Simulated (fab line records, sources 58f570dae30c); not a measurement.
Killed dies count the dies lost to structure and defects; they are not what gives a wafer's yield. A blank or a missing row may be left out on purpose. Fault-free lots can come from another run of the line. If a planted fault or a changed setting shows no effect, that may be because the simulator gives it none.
Code-filled problem report in 8D (eight disciplines) form | flow berkeley_cmos170 | the parts of the form that need people (team, actions taken, sign-off) are left out

## 1. PROBLEM STATEMENT
Mean WELLDRIVE_OXIDE_THK at UCB170_WELLDRIVE_THK_MEAS_02: 175.2 nm over 6 wafers in 2 lots; fault-free wafers: 200.0 nm, standard deviation 2.8. That puts it -8.9 standard deviations away from the usual mean.
The first sign was on wafer L406.1 at day 6 16:53, on film_metro-02. Wafers with a number at this step in the record: 42, from 14 lots. The rule behind "out" and "out of limits": a value lying over 4 standard deviations away from the usual mean. The rest of the wafers with a number are treated as sound.

## 2. WHAT IT IS; WHAT IT IS NOT
question                    | is                           | is not
which readings at this step | WELLDRIVE_OXIDE_THK          | -
which lots                  | L406, L407                   | L395, L397, L398, L399, L401, L402, L403, L404, L405, L408, L416, L417
which wafers of those lots  | all that have a number       | -
read on which gauges        | film_metro-02, film_metro-04 | film_metro-01
when                        | from day 6 16:53             | up to then (27 sound wafers); but 9 sound wafers of L408, L416, L417 came after

## 3. THE SUSPECTS, EACH WITH WHAT RULES IT OUT
Counting: a tool at a process step up to the reading stays a suspect if it ran every lot that is out and no sound lot after the first of them.
- the gauge at UCB170_WELLDRIVE_THK_MEAS_02: ruled out. 2 gauges (film_metro-02, film_metro-04) read the wafers that are out.
- furnace-02 at UCB170_WELLDRIVE_OXIDATION_01 (target thk 199 nm, ox time 9000 s): kept. It processed each lot that is out, first L406 at day 6 13:23, and no sound lot thereafter; up to then, the last sound lot it processed was L405 at day 6 05:38. Its own readings are out on those wafers: spike_tc_centre_C, spike_tc_source_C, tube_center_temp_C, tube_center_temp_C_max.
Left after counting: furnace-02 at UCB170_WELLDRIVE_OXIDATION_01.

## 4. THE CAUSE (what the simulator had put in)
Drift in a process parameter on furnace-02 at UCB170_WELLDRIVE_OXIDATION_01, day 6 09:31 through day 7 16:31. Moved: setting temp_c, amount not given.
This tool alone remained once counting was done.

## 5. THE CHAIN OF EFFECTS, in route order
Rows list readings where the struck wafers' mean (over those with a number) sits beyond 3 standard deviations from the usual. Only readings whose record carries a usual standard deviation are examined. hours: median over the lots of the time between each lot's start at the first step of this table that gives one and its start at this step. sigmas: the change, counted in usual standard deviations.
hours | step                          | reading                | usual    | on struck wafers | change | sigmas
0     | UCB170_WELLDRIVE_OXIDATION_01 | spike_tc_centre_C      | 1102.5 C | 1083.5           | -19.0  | -14
0     | UCB170_WELLDRIVE_OXIDATION_01 | spike_tc_load_C        | 1127 C   | 1113             | -14    | -3.8
0     | UCB170_WELLDRIVE_OXIDATION_01 | spike_tc_source_C      | 1127.3 C | 1107.0           | -20.2  | -16
0     | UCB170_WELLDRIVE_OXIDATION_01 | tube_center_temp_C     | 1100 C   | 1080             | -20    | -99 or more
0     | UCB170_WELLDRIVE_OXIDATION_01 | tube_center_temp_C_max | 1102.9   | 1083.0           | -19.9  | -38
4     | UCB170_WELLDRIVE_THK_MEAS_02  | WELLDRIVE_OXIDE_THK    | 200.0 nm | 175.2            | -24.8  | -8.9
Its process steps:
- UCB170_WELLDRIVE_OXIDATION_01: target thk 199 nm, ox time 9000 s.
At these later measuring or inspecting steps, every struck wafer for which the step has a row has a number for every such reading, and none has moved that far: UCB170_NSD_OVL_MEAS_07, UCB170_M3_CD_MEAS_15.

## 6. HOW IT WOULD HAVE BEEN CAUGHT EARLIER
7 hours passed between the start of the fault at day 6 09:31 and the first reading out of limits at a measuring or inspecting step in this record, taken at day 6 16:53.
At UCB170_WELLDRIVE_OXIDATION_01, the tool's own readings (spike_tc_centre_C, spike_tc_source_C, tube_center_temp_C, tube_center_temp_C_max) were out on each struck wafer the step has a row for, so an alarm limit on them would have fired on the first such wafer.
Each of the lots that are out, 2 in all, had begun UCB170_WELLDRIVE_OXIDATION_01 on furnace-02 no later than day 6 16:53. None of them would have been spared by holding the tool at that moment.
